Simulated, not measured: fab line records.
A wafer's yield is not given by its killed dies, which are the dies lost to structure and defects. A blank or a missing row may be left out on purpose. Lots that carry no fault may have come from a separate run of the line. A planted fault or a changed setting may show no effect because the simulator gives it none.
Lot-split experiment    flow berkeley_cmos170    route with 331 steps; 5 lots, 23 wafers read

SPLIT DETAILS
At UCB170_M3_COAT_10 (resist thk 900 nm), the setting resist_thk_nm was moved away from the recipe's 900 nm on 8 of the 23 wafers read, by -3.7% to +2.9%. All remaining wafers had this setting at the recipe value.

The reading comes from the split's own step.

THE READING
KrF_of_M3_COAT_10.thk_nm (the simulator's own value, which no gauge read), in nm, at UCB170_M3_COAT_10 (resist thk 900 nm). The file does not state a usual value for it. Across the 15 wafers here that went through the recipe, the average is 901.5 nm and the standard deviation 1.9 nm.

wafer   tool, chamber at the split  resist_thk_nm as run, nm  against the recipe  KrF_of_M3_COAT_10.thk_nm, nm  against lot-mates on the recipe
L074.2  litho_track-03, 0           867.1                     -3.7%               864.4                         -34.1
L074.3  litho_track-03, 0           867.1                     -3.7%               864.5                         -34.0
L074.4  litho_track-03, 0           900                       recipe              897.5                         -
L074.5  litho_track-03, 0           900                       recipe              899.4                         -
L074.6  litho_track-03, 0           867.1                     -3.7%               865.6                         -32.9
L076.1  litho_track-01, 0           900                       recipe              900.6                         -
L076.2  litho_track-01, 0           900                       recipe              903.8                         -
L076.3  litho_track-01, 0           900                       recipe              902.4                         -
L076.4  litho_track-01, 0           900                       recipe              902.5                         -
L076.6  litho_track-01, 0           900                       recipe              900.7                         -
L078.3  litho_track-03, 0           900                       recipe              899.9                         -
L078.4  litho_track-03, 0           900                       recipe              905                           -
L078.6  litho_track-03, 0           900                       recipe              903.3                         -
L080.1  litho_track-04, 0           926.3                     +2.9%               925                           +24.4
L080.2  litho_track-04, 0           900                       recipe              900.4                         -
L080.4  litho_track-04, 0           926.3                     +2.9%               924.4                         +23.8
L080.5  litho_track-04, 0           926.3                     +2.9%               925.5                         +24.9
L080.6  litho_track-04, 0           900                       recipe              900.8                         -
L084.1  litho_track-03, 0           921.1                     +2.3%               923.4                         +21.4
L084.2  litho_track-03, 0           900                       recipe              903.2                         -
L084.3  litho_track-03, 0           921.1                     +2.3%               922.2                         +20.2
L084.5  litho_track-03, 0           900                       recipe              900.7                         -
L084.6  litho_track-03, 0           900                       recipe              902.1                         -

FIT RESULTS
A straight line over all 23 wafers: KrF_of_M3_COAT_10.thk_nm changes by +9.26 nm for each +1% of resist_thk_nm; r = +0.99; the points scatter about the line by 2.2 nm.
The same after taking each lot's own level away (the mean of its wafers on the recipe; 23 wafers): +8.87 nm for each +1%; r = +1.00; scatter 1.3 nm.
Per that fit: largest resist_thk_nm move, reading shift of 32 nm.
Across the lots, their own levels run from 898.45 to 902.73 nm, a range of 2.3 times the standard deviation given above.
Hence the lot-to-lot level has little effect on the slope; both slopes agree.
Check: with one of the wafers moved furthest among these (-3.7%) left out of the fit, the line predicts -32.4 nm for it against its lot-mates. It came out at -34.1 nm against them.

FURTHER SPLITS ON THESE WAFERS
Before the reading, these wafers also passed through other splits. Each is held against what the fit with the lots' levels taken away leaves over:
other split on the same wafers  wafers away from the commonest value  r with KrF_of_M3_COAT_10.thk_nm (lot level and that fit taken away)
UCB170_V2_ETCH_14 time_s        3                                     +0.04

THE WHOLE CHAIN: every reading that the file lists as answering this split, in the file's order
step                     what it does                                                            reading                                                                    change (the file's fit)                                                               r (the file's)
UCB170_M3_COAT_10        resist thk 900 nm                                                       KrF_of_M3_COAT_10.thk_nm (the simulator's own value, which no gauge read)  +8.86 nm for each +1% of the setting                                                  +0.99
UCB170_M3_METAL_ETCH_18  etches Al in Cl2/BCl3, stops on SiO2, target depth 1170 nm, time 195 s  KrF_of_M3_COAT_10.thk_nm (the simulator's own value, which no gauge read)  +8.76 nm for each +1% of the setting, in a fit together with time_s@M3_METAL_ETCH_18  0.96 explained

THE FILE'S OWN FIT
KrF_of_M3_COAT_10.thk_nm changes by +8.86 nm for each +1% of resist_thk_nm, r = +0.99.
